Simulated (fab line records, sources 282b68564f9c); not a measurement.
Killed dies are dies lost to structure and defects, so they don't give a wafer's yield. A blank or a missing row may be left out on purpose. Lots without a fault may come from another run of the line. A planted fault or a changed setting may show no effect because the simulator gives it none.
Which tool did it? | flow rit_cmos | 7 lots, 21 wafers sampled, at 2 steps of a route of 202

WHAT THE GAUGES READ, wafer by wafer
RIT_ACTIVE_THK_MEAS_04.
lot  | measured    | on            | ACTIVE_NITRIDE_THK (nm)
L685 | day 1 21:19 | film_metro-03 | 150.7 150.6 151.7
L688 | day 2 09:32 | film_metro-03 | 151.9 151.9 150.3
L691 | day 3 00:32 | film_metro-04 | 129.6 129.7 128.8
L699 | day 4 16:32 | film_metro-03 | 147.6 148.3 147.0
L703 | day 5 12:32 | film_metro-04 | 146.0 145.9 146.8
L705 | day 5 23:14 | film_metro-04 | 150.0 149.6 149.8
L707 | day 6 08:32 | film_metro-04 | 153.2 153.4 152.3

WHICH TOOL RAN EACH LOT (tool, then ch and the chambers of the sampled wafers, then the start)
lot  | RIT_ACTIVE_CVD_03
L685 | lpcvd-01 ch 1, day 1 19:11
L688 | lpcvd-01 ch 0, day 2 08:07
L691 | lpcvd-01 ch 0, day 2 23:07
L699 | lpcvd-02 ch 1, day 4 15:07
L703 | lpcvd-02 ch 0, day 5 11:07
L705 | lpcvd-01 ch 0, day 5 21:07
L707 | lpcvd-01 ch 1, day 6 07:07
- RIT_ACTIVE_CVD_03: deposits Si3N4 from SiH2Cl2/NH3, target thk 150 nm, time 1500 s.

THE ANSWER, worked out from the rows above alone
Rule: what is usual is taken from the lots themselves. Put in order of their means at a reading, lots are off if they are a third of the lots or fewer, leave a main group of 4 or more, and stand apart from it by a gap of 3 or more times the standard deviation of the main group's means; of several such gaps the widest counts. A main group whose means are all the same, to the digits that the tables above print for the reading, isn't used. A lot without any number at a reading at which 4 lots or more have one is off too. The other lots that the step has rows for count as sound.
Off: L691, at RIT_ACTIVE_THK_MEAS_04 (ACTIVE_NITRIDE_THK). The main group: mean 149.8 nm, standard deviation 2.3.
A tool fits if, at a process step before that reading, it ran every lot that is off, and no sound lot after the first of them. The gauges at RIT_ACTIVE_THK_MEAS_04 are tried like those tools. None of those tried fits.

WHAT THE SIMULATOR HAD PUT IN
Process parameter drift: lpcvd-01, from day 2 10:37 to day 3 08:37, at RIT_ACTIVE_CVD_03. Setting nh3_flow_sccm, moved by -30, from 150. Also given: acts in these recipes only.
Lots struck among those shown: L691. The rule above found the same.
